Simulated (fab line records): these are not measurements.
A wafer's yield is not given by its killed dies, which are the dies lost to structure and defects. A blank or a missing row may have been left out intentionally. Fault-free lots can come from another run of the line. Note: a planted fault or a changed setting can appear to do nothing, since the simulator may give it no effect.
Code-filled problem report in 8D (eight disciplines) form    flow berkeley cmos170    the parts of the form that need people (team, actions taken, sign-off) are left out

## 1. THE ISSUE
At UCB170_ZERO_HMDS_00, prime temp c averages 97.55 C over 9 wafers from 3 lots, while fault-free wafers read 99.98 C, standard deviation 0.12. That is -20 standard deviations from the usual mean.
The step: prime time 60 s.
Seen first at day 4 22:50 on litho track-01, wafer L909.1. The record holds 45 wafers of 15 lots with a number at this step. The rule behind "out" and "out of limits": a value lying over 4 standard deviations away from the usual mean. The rest of the wafers with a number are treated as sound.

## 2. WHAT IT IS, WHAT IT ISN'T
question                     is                      is not
which readings at this step  prime temp c            -
which lots                   L909, L912, L916        L895, L896, L898, L899, L901, L902, L903, L905, L907, L908, L914, L915
which wafers of those lots   all that have a number  -
read on which tools          litho track-01          litho track-03, litho track-04
when                         from day 4 22:50        up to then (30 sound wafers); but 6 sound wafers of L914, L915 came after

## 3. THE SUSPECTS, EACH WITH WHAT RULES IT OUT
Counting: a tool stays on the suspect list if, at a process step up to the reading, it processed all lots that are out and no sound lot following the first of them.
- litho track-01 at UCB170_ZERO_HMDS_00 (prime time 60 s): kept. It ran every lot that is out, first L909 (day 4 22:50), and no sound lot after that; its last sound lot up to then is L908 (day 4 18:37). Its own readings are out on those wafers: prime temp c.
After counting, what remains is litho track-01 at UCB170_ZERO_HMDS_00.

## 4. THE CAUSE (what the simulator had put in)
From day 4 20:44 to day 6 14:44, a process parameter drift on litho track-01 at UCB170_ZERO_HMDS_00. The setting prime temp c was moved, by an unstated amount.
This tool alone remained once counting was done.

## 5. THE CHAIN OF EFFECTS, in route order
Each row: a reading whose mean over the struck wafers that have a number lies more than 3 standard deviations from the usual. Scope: only readings with a usual standard deviation given in the record; hours: median across lots of the time from each lot's start at the first step in this table that gives one to its start at this step; sigmas: change in usual standard deviations.
hours  step                 reading       usual    on struck wafers  change  sigmas
0      UCB170_ZERO_HMDS_00  prime temp c  99.98 C  97.55             -2.43   -20
The process steps in it:
- UCB170_ZERO_HMDS_00: prime time 60 s.

## 6. HOW IT WOULD HAVE BEEN CAUGHT EARLIER
First out-of-limits reading in this record: day 4 22:50, which is 2 hours after fault onset at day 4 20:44.
